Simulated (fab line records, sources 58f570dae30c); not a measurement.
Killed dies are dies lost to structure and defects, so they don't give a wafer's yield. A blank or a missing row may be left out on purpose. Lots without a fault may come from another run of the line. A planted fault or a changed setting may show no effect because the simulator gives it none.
A struck lot beside a sound one | flow berkeley_cmos170 | 17 steps out of a route of 331
Sound: wafers L657.1, L657.3, L657.5. Struck: wafers L653.1, L653.3, L653.6. The cause comes at the end.
At each step with rows: each side's tool, then ch and its chambers, then its first start. Under that, the readings that differ: sound wafers | struck wafers | difference of the means | sigmas: that difference in standard deviations of wafers without a fault.
alike: readings whose means differ by less than 2 such deviations, and words and numbers that are the same on both sides. not compared: withheld readings, readings that some wafer has no value for, bounds like >300 that may hide the same value, and numbers for which the record gives no deviation and whose values overlap.
The two part at a step that has a row with sigmas, a row that says differs or no value, or rows on one side only. Numbers that don't overlap but have no deviation are shown without sigmas and don't part them. A reading that every wafer of one side lacks parts them only if that side has two wafers or more.

first, 5 steps without rows for these wafers: UCB170_NLDD_COAT_01 (resist thk 900 nm); UCB170_NLDD_SOFTBAKE_02 (time 60 s); UCB170_NLDD_EXPOSE_03 (exposes mask NSELECT, target cd 1200 nm); UCB170_NLDD_PEB_04; UCB170_NLDD_DEVELOP_05 (develop time 45 s).
UCB170_NLDD_CD_MEAS_06: target cd 1200 nm.
  sound on cd_sem-02, day 8 07:47; struck on cd_sem-01, day 7 08:20
  alike: cd_nm
UCB170_NLDD_OVL_MEAS_07:
  sound on overlay-02, day 8 07:55; struck on overlay-02, day 7 08:27
  alike: NLDD_OVL
then, 2 steps without rows for these wafers: UCB170_NLDD_IMPLANT_08; UCB170_NLDD_IMPLANT_09.
UCB170_NLDD_STRIP_10: strips in O2.
  sound on plasma_asher-04 ch 0,1, day 8 08:15; struck on plasma_asher-01 ch 0,1, day 7 08:47
  alike: drypump_motor_current_A, oes_product_au, strip_time_to_endpoint_s
  not compared: rf_hours_counter_h
UCB170_NLDD_TW_MEAS_11:
  sound on film_metro-03, day 8 08:21; struck on film_metro-04, day 7 08:53
  reading | sound          | struck         | difference | sigmas
  NLDD_TW | 2230 2240 2238 | 2213 2195 2200 | -33        | -2
then, 1 step without rows for these wafers: UCB170_NLDD_CLEAN_12 (cleans in SPM, time 600 s).
UCB170_SPACER_CVD_00: deposits SiO2 from TEOS/O2, target thk 376 nm, time 47 s.
  sound on pecvd-02 ch 1,2, day 8 08:37; struck on pecvd-04 ch 1,2, day 7 09:31
  reading                                 | sound             | struck            | difference | sigmas
  model.SiO2_of_SPACER_CVD_00.thk_nm (nm) | 366.3 371.1 385.2 | 424.9 424.2 433.3 | +53.3      |
  alike: heater_power_w
UCB170_SPACER_THK_MEAS_01:
  sound on film_metro-01, day 8 08:40; struck on film_metro-01, day 7 09:34
  reading              | sound       | struck      | difference | sigmas
  SPACER_TEOS_THK (nm) | 366 371 385 | 425 424 433 | +53        | +11
then, 1 step without rows for these wafers: UCB170_SPACER_ANNEAL_02 (time 1800 s).
UCB170_SPACER_ETCHBACK_03: etches SiO2 in CHF3/CF4/Ar, stops on Si, target depth 376 nm, time 100 s.
  sound on rie_diel-02 ch 0,1,3, day 8 12:25; struck on rie_diel-01 ch 1,2, day 7 11:25
  reading                  | sound             | struck            | difference | sigmas
  oes_product_au (a.u.)    | 0.884 0.868 0.921 | 0.997 0.980 0.991 | +0.098     | +6
  model.etch.depth_nm (nm) | 366.3 371.1 385.2 | 421.2 424.2 422.8 | +48.5      |
  alike: cf4_flow_sccm, drypump_motor_current_A, throttle_valve_pct
  not compared: rf_hours_counter_h
then, 1 step without rows for these wafers: UCB170_PSD_HMDS_00 (prime time 60 s).

WHERE THEY PART
First at UCB170_NLDD_TW_MEAS_11; last, within this record, at UCB170_SPACER_ETCHBACK_03.

WHY: what the simulator had put in
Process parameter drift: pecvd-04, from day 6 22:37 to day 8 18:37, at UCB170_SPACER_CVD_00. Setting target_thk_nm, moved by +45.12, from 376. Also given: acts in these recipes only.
